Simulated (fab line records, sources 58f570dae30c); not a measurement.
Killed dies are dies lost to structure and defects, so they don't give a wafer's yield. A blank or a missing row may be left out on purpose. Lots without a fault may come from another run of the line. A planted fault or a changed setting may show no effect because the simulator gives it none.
Which tool did it? | flow berkeley_cmos170 | 14 lots, 42 wafers sampled, at 1 step of a route of 331

WHAT THE GAUGES READ, wafer by wafer
UCB170_PSD_TW_MEAS_10. Usual: PSD_TW 2311, standard deviation 15.
lot  | measured     | on            | PSD_TW         | flag
L529 | day 6 23:11  | film_metro-02 | 2311 2313 2318 |
L533 | day 7 07:44  | film_metro-02 | 2324 2319 2303 |
L530 | day 7 07:45  | film_metro-04 | 2320 2318 2321 |
L532 | day 7 08:02  | film_metro-01 | 2290 2293 2286 |
L534 | day 7 19:44  | film_metro-01 | 2291 2279 2288 |
L536 | day 8 09:01  | film_metro-01 | 2293 2298 2311 |
L535 | day 8 09:11  | film_metro-04 | 2295 2296 2305 |
L539 | day 8 16:55  | film_metro-02 | 2322 2322 2323 |
L537 | day 8 17:12  | film_metro-02 | 2314 2314 2317 |
L538 | day 9 00:11  | film_metro-01 | 2307 2297 2293 |
L543 | day 9 23:55  | film_metro-04 | 2320 2337 2324 |
L547 | day 10 08:38 | film_metro-02 | 2318 2312 2311 |
L550 | day 11 05:44 | film_metro-02 | 2324 2328 2327 |
L551 | day 11 06:28 | film_metro-02 | 2332 2328 2333 |

WHICH TOOL RAN EACH LOT (tool, then ch and the chambers of the sampled wafers, then the start)
The record holds no process step before these readings.

WHAT THE TOOLS THEMSELVES READ (means of the sampled wafers that have a number; where no wafer has one, the mark that the record gives instead)
The record holds no such reading with a usual standard deviation.

THE ANSWER, worked out from the rows above alone
Rule: a lot is off if the mean of its wafers that have a number lies more than 3 standard deviations from the usual mean. A lot without any number at a reading at which 4 lots or more have one is off too. The other lots that the step has rows for count as sound. The gauges are gone through in route order, then the tools' own readings, and for those a lot's mean is taken as printed above. The first step at which some lot is off is used, and at that step the reading that is off furthest; a lot without a number counts as furthest.
No lot is off at any reading shown: from this, nothing can be told.

WHAT THE SIMULATOR HAD PUT IN
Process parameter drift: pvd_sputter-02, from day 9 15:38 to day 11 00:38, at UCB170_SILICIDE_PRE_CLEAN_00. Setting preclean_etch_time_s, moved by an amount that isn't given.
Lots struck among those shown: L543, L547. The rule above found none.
